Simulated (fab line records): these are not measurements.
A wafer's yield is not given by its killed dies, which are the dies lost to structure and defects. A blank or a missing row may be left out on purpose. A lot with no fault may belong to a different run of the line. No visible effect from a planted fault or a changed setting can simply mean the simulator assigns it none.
Problem report, 8D (eight disciplines) form, completed by code | flow berkeley-cmos170 | the parts of the form that need people (team, actions taken, sign-off) are left out

1. THE ISSUE
At UCB170_NWELL_HMDS_06, prime-temp-c averages 94.53 C over 6 wafers from 2 lots, while fault-free wafers read 99.98 C, standard deviation 0.13. Relative to the usual mean, that is a shift of -42 standard deviations.
The step: prime time 60 s.
The first sign was on wafer L109.3 at day 5 00:12, on litho-track-03. Wafers with a number at this step in the record: 42, from 14 lots. Rule for "out" (also "out of limits"): further than 4 standard deviations from the usual mean. The rest of the wafers with a number are treated as sound.

2. WHAT THIS IS AND IS NOT
question                    | is                     | is not
which readings at this step | prime-temp-c           | -
which lots                  | L109, L111             | L101, L102, L104, L106, L107, L108, L110, L113, L118, L996, L997, L998
which wafers of those lots  | all that have a number | -
read on which tools         | litho-track-03         | litho-track-02, litho-track-04
when                        | from day 5 00:12       | up to then (27 sound wafers); but 9 sound wafers of L110, L113, L118 came after

3. WHAT RULES OUT EACH SUSPECT
Counting: a tool at a process step up to the reading stays a suspect if it ran every lot that is out and no sound lot after the first of them.
- litho-track-03 at UCB170_NWELL_HMDS_06 (prime time 60 s): kept. It processed each lot that is out, first L109 at day 5 00:12, and no sound lot thereafter; up to then, the last sound lot it processed was L108 at day 4 17:04. Its own prime-temp-c readings are out on those wafers.
Remaining after the count: litho-track-03 at UCB170_NWELL_HMDS_06.

4. THE CAUSE (what the simulator had put in)
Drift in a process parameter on litho-track-03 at UCB170_NWELL_HMDS_06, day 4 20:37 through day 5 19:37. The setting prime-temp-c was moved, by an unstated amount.
After counting, this tool was the only one left.

5. THE EFFECT CHAIN, in route order
Each row: a reading whose mean over the struck wafers that have a number lies more than 3 standard deviations from the usual. Readings are gone through only where the record gives a usual standard deviation; hours: the median, over the lots, of the time from a lot's start at the first step in this table giving one to that lot's start at this step; sigmas: the change measured in usual standard deviations.
hours | step                 | reading      | usual   | on struck wafers | change | sigmas
0     | UCB170_NWELL_HMDS_06 | prime-temp-c | 99.98 C | 94.53            | -5.45  | -42
It contains these process steps:
- UCB170_NWELL_HMDS_06: prime time 60 s.
Later steps that measure or inspect, where all struck wafers having a row at the step show a number for every such reading and not one has moved that far: UCB170_PWELL_TW_MEAS_17, UCB170_ACTIVE_OVL_MEAS_14.

6. HOW IT WOULD HAVE BEEN CAUGHT EARLIER
In this record the first reading out of limits was taken at day 5 00:12, 4 hours after the fault began at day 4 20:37.
